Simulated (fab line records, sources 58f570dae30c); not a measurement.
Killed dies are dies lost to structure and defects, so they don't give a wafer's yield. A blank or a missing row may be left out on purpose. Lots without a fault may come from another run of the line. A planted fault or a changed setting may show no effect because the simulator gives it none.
Chamber matching | flow berkeley_cmos170 | UCB170_NWELL_ETCH_13 on rie_diel-02: 4 sister chambers
The step etches Si3N4 in CH3F/Ar/O2, stops on SiO2, target depth 246.4 nm, time 154 s. 16 wafers are shown with their chamber, then 8 later ones without.

WAFERS WITH THEIR CHAMBER
wafer  | chamber | throttle_valve_pct (%) | oes_product_au (a.u.)
L074.1 | 2       | 8.17                   | 0.972
L074.2 | 3       | 8.14                   | 0.946
L074.3 | 1       | 8.05                   | 0.951
L078.1 | 3       | 8.14                   | 0.929
L078.3 | 2       | 8.16                   | 0.962
L078.4 | 0       | 8.07                   | 0.949
L080.4 | 1       | 8.05                   | 0.941
L080.5 | 1       | 8.06                   | 0.951
L080.6 | 0       | 8.07                   | 0.949
L086.2 | 1       | 8.06                   | 0.936
L086.3 | 3       | 8.15                   | 0.932
L086.4 | 0       | 8.08                   | 0.950
L089.1 | 3       | 8.14                   | 0.944
L089.2 | 1       | 8.06                   | 0.937
L089.5 | 2       | 8.16                   | 0.959
L090.1 | 3       | 8.13                   | 0.939

SIGNATURES (means of the wafers above)
reading            | chamber 0 | chamber 1 | chamber 2 | chamber 3 | scatter within a chamber
throttle_valve_pct | 8.0733    | 8.0560    | 8.1633    | 8.1400    | 0.00615
oes_product_au     | 0.94933   | 0.94320   | 0.96433   | 0.93800   | 0.00663
Rule: a wafer's distance from a chamber is the root of the sum, over the readings, of the square of ((its reading less the chamber's mean) divided by the reading's scatter). The wafer belongs to the nearest chamber; if the next one is less than 2 further off, it can't be placed. The scatter: the root of (the sum of the squares of (reading less its chamber's mean) over the shown wafers, divided by (wafers less chambers)).

WAFERS WITHOUT THEIR CHAMBER
wafer  | throttle_valve_pct (%) | oes_product_au (a.u.)
L090.2 | 8.17                   | 0.955
L090.3 | 8.07                   | 0.938
L096.2 | 8.11                   | 0.939
L096.3 | 8.17                   | 0.953
L096.4 | 8.13                   | 0.946
L097.4 | 8.16                   | 0.957
L097.5 | 8.17                   | 0.954
L097.6 | 8.14                   | 0.935

WHICH CHAMBER EACH WENT THROUGH
wafer  | from the rows above     | in truth
L090.2 | 2                       | 2
L090.3 | can't be placed: 0 or 1 | 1
L096.2 | can't be placed: 3 or 0 | 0
L096.3 | 2                       | 2
L096.4 | 3                       | 3
L097.4 | 2                       | 2
L097.5 | 2                       | 2
L097.6 | 3                       | 3
Placed correctly: 6 of 8. Can't be placed from these rows: 2 (the true chamber is among the candidates in 2). Placed wrongly: 0.
